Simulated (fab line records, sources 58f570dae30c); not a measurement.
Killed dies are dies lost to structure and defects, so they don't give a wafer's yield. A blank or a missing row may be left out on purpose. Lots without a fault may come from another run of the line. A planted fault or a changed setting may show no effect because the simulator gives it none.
Which tool did it? | flow berkeley_cmos170 | 14 lots, 42 wafers sampled, at 6 steps of a route of 331

WHAT THE GAUGES READ, wafer by wafer
UCB170_PWELL_OVL_MEAS_13.
lot  | measured    | on         | PWELL_OVL (nm)
L728 | day 3 04:21 | overlay-02 | 1 4 3
L729 | day 3 13:39 | overlay-01 | 5 -7 -4
L731 | day 4 04:02 | overlay-02 | -1 9 1
L732 | day 4 04:37 | overlay-02 | -6 -6 -2
L734 | day 4 09:03 | overlay-01 | 3 -4 2
L736 | day 4 18:46 | overlay-01 | 4 3 -1
L737 | day 4 18:50 | overlay-02 | 0 -2 -1
L738 | day 5 03:44 | overlay-02 | 2 -6 -12
L740 | day 5 14:52 | overlay-01 | 8 5 8
L746 | day 7 04:28 | overlay-02 | -5 -1 1
L747 | day 7 04:52 | overlay-01 | 1 2 4
L748 | day 7 11:52 | overlay-02 | 7 -1 0
L749 | day 7 23:52 | overlay-02 | -4 -1 -7
L751 | day 8 05:43 | overlay-02 | 5 5 0

UCB170_NLDD_CD_MEAS_06: target cd 1200 nm.
lot  | measured     | on        | cd_nm (nm)
L728 | day 7 01:35  | cd_sem-02 | 1198.0 1198.2 1198.3
L729 | day 7 02:04  | cd_sem-02 | 1200.7 1202.6 1200.7
L731 | day 8 02:20  | cd_sem-01 | 1200.4 1202.0 1201.2
L732 | day 8 02:50  | cd_sem-02 | 1197.8 1198.0 1195.9
L734 | day 8 02:02  | cd_sem-01 | 1197.7 1199.0 1199.3
L736 | day 8 19:49  | cd_sem-02 | 1200.2 1200.0 1198.9
L737 | day 8 19:04  | cd_sem-01 | 1197.5 1198.4 1199.4
L738 | day 9 02:15  | cd_sem-01 | 1201.5 1202.3 1200.3
L740 | day 9 19:12  | cd_sem-02 | 1199.6 1200.8 1199.2
L746 | day 11 07:37 | cd_sem-01 | 1201.2 1201.9 1202.8
L747 | day 11 08:09 | cd_sem-01 | 1199.1 1197.5 1198.8
L748 | day 11 07:55 | cd_sem-02 | 1199.6 1199.3 1200.0
L749 | day 12 07:37 | cd_sem-01 | 1199.9 1200.3 1199.9
L751 | day 12 07:53 | cd_sem-01 | 1201.9 1202.1 1201.0

UCB170_NLDD_TW_MEAS_11.
lot  | measured     | on            | NLDD_TW
L728 | day 7 02:07  | film_metro-03 | 2211 2199 2202
L729 | day 7 02:35  | film_metro-01 | 2240 2245 2259
L731 | day 8 02:52  | film_metro-04 | 2220 2219 2209
L732 | day 8 03:23  | film_metro-03 | 2216 2222 2209
L734 | day 8 02:36  | film_metro-03 | 2211 2211 2206
L736 | day 8 20:22  | film_metro-04 | 2225 2214 2224
L737 | day 8 19:43  | film_metro-01 | 2247 2229 2244
L738 | day 9 02:47  | film_metro-01 | 2238 2232 2242
L740 | day 9 19:44  | film_metro-04 | 2215 2203 2215
L746 | day 11 08:10 | film_metro-01 | 2304 2313 2302
L747 | day 11 08:43 | film_metro-04 | 2290 2278 2281
L748 | day 11 08:27 | film_metro-01 | 2227 2227 2233
L749 | day 12 08:10 | film_metro-03 | 2194 2198 2190
L751 | day 12 08:26 | film_metro-04 | 2215 2209 2209

UCB170_SDANNEAL_RS_MEAS_05: measures by four-point-probe.
lot  | measured     | on            | NLDD_RS (ohm/sq)
L728 | day 7 14:10  | film_metro-04 | 614.9 615.4 617.1
L729 | day 7 14:43  | film_metro-03 | 619.2 615.7 618.0
L731 | day 8 14:40  | film_metro-04 | 616.1 616.7 616.5
L732 | day 8 14:56  | film_metro-03 | 617.7 616.5 619.0
L734 | day 8 15:13  | film_metro-01 | 617.3 619.1 617.4
L736 | day 9 10:37  | film_metro-04 | 618.1 618.8 616.7
L737 | day 9 10:43  | film_metro-01 | 617.8 619.5 619.2
L738 | day 9 14:10  | film_metro-03 | 618.5 615.6 617.9
L740 | day 10 08:02 | film_metro-01 | 618.0 616.8 616.8
L746 | day 11 21:19 | film_metro-03 | 584.8 584.0 583.6
L747 | day 11 21:29 | film_metro-01 | 586.0 584.3 586.1
L748 | day 11 20:14 | film_metro-04 | 614.3 615.9 614.0
L749 | day 13 00:45 | film_metro-03 | 617.2 617.0 617.9
L751 | day 13 00:45 | film_metro-01 | 617.8 618.4 618.7

WHICH TOOL RAN EACH LOT (tool, then ch and the chambers of the sampled wafers, then the start)
lot  | UCB170_NLDD_IMPLANT_08          | UCB170_SDANNEAL_RTA_00
L728 | implanter-02 ch 0, day 7 01:44  | rtp_anneal-02 ch 0, day 7 13:40
L729 | implanter-02 ch 0, day 7 02:13  | rtp_anneal-01 ch 0, day 7 14:13
L731 | implanter-04 ch 0, day 8 02:31  | rtp_anneal-02 ch 0, day 8 14:09
L732 | implanter-01 ch 0, day 8 02:59  | rtp_anneal-01 ch 0, day 8 14:27
L734 | implanter-01 ch 0, day 8 02:12  | rtp_anneal-02 ch 0, day 8 14:44
L736 | implanter-02 ch 0, day 8 19:58  | rtp_anneal-01 ch 0, day 9 10:07
L737 | implanter-02 ch 0, day 8 19:19  | rtp_anneal-01 ch 0, day 9 10:14
L738 | implanter-04 ch 0, day 9 02:25  | rtp_anneal-02 ch 0, day 9 13:40
L740 | implanter-02 ch 0, day 9 19:22  | rtp_anneal-02 ch 0, day 10 07:32
L746 | implanter-04 ch 0, day 11 07:47 | rtp_anneal-01 ch 0, day 11 20:50
L747 | implanter-04 ch 0, day 11 08:19 | rtp_anneal-02 ch 0, day 11 20:59
L748 | implanter-02 ch 0, day 11 08:05 | rtp_anneal-02 ch 0, day 11 19:43
L749 | implanter-02 ch 0, day 12 07:46 | rtp_anneal-02 ch 0, day 13 00:16
L751 | implanter-01 ch 0, day 12 08:03 | rtp_anneal-01 ch 0, day 13 00:16
- UCB170_NLDD_IMPLANT_08
- UCB170_SDANNEAL_RTA_00: time 10 s.

WHAT THE TOOLS THEMSELVES READ (means of the sampled wafers that have a number; where no wafer has one, the mark that the record gives instead)
UCB170_NLDD_IMPLANT_08.
lot  | tool         | beam_energy_keV
L728 | implanter-02 | 30.008
L729 | implanter-02 | 30.001
L731 | implanter-04 | 29.999
L732 | implanter-01 | 30.007
L734 | implanter-01 | 30.000
L736 | implanter-02 | 29.979
L737 | implanter-02 | 30.009
L738 | implanter-04 | 29.997
L740 | implanter-02 | 30.005
L746 | implanter-04 | 36.605
L747 | implanter-04 | 36.594
L748 | implanter-02 | 29.990
L749 | implanter-02 | 29.998
L751 | implanter-01 | 29.994

UCB170_SDANNEAL_RTA_00.
lot  | tool          | chamber_o2_ppm | lamp_power_pct (%) | wafer_temp_C_max
L728 | rtp_anneal-02 | 1.994          | 21.7               | 904.3
L729 | rtp_anneal-01 | 2.003          | 26.6               | 904.7
L731 | rtp_anneal-02 | 1.982          | 21.6               | 903.4
L732 | rtp_anneal-01 | 1.991          | 26.5               | 905.0
L734 | rtp_anneal-02 | 2.007          | 21.7               | 904.5
L736 | rtp_anneal-01 | 1.988          | 26.5               | 903.9
L737 | rtp_anneal-01 | 2.007          | 26.5               | 904.7
L738 | rtp_anneal-02 | 1.989          | 21.7               | 904.3
L740 | rtp_anneal-02 | 2.032          | 21.6               | 904.8
L746 | rtp_anneal-01 | 1.981          | 26.6               | 904.3
L747 | rtp_anneal-02 | 2.002          | 21.7               | 903.8
L748 | rtp_anneal-02 | 2.005          | 21.6               | 904.2
L749 | rtp_anneal-02 | 1.977          | 21.7               | 905.5
L751 | rtp_anneal-01 | 1.995          | 26.5               | 903.2

THE ANSWER, worked out from the rows above alone
Rule: what is usual is taken from the lots themselves. Put in order of their means at a reading, lots are off if they are a third of the lots or fewer, leave a main group of 4 or more, and stand apart from it by a gap of 3 or more times the standard deviation of the main group's means; of several such gaps the widest counts. A main group whose means are all the same, to the digits that the tables above print for the reading, isn't used. A lot without any number at a reading at which 4 lots or more have one is off too. The other lots that the step has rows for count as sound. The gauges are gone through in route order, then the tools' own readings, and for those a lot's mean is taken as printed above. The first step at which some lot is off is used, and at that step the reading that is off furthest; a lot without a number counts as furthest.
Off: L746, L747, at UCB170_SDANNEAL_RS_MEAS_05 (NLDD_RS). The main group: mean 617.3 ohm/sq, standard deviation 1.1.
A tool fits if, at a process step before that reading, it ran every lot that is off, and no sound lot after the first of them. The gauges at UCB170_SDANNEAL_RS_MEAS_05 aren't tried: what is off there is off at UCB170_NLDD_IMPLANT_08 too, on other tools, and a gauge's error can't cause that. One fits: implanter-04 at UCB170_NLDD_IMPLANT_08. Its last sound lot is L738 (day 9 02:25), its first lot that is off L746 (day 11 07:47): a fault that began between those two fits.
The tool's own readings at UCB170_NLDD_IMPLANT_08 bear it out: on the lots that are off they differ by more than 5 times the standard deviation of the sound lots' means. beam_energy_keV reads 36.599 there against 29.999 on the sound lots.

WHAT THE SIMULATOR HAD PUT IN
Process parameter drift: implanter-04, from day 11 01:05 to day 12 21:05, at UCB170_NLDD_IMPLANT_08. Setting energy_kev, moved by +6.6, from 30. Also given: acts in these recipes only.
Lots struck among those shown: L746, L747. The rule above found the same.
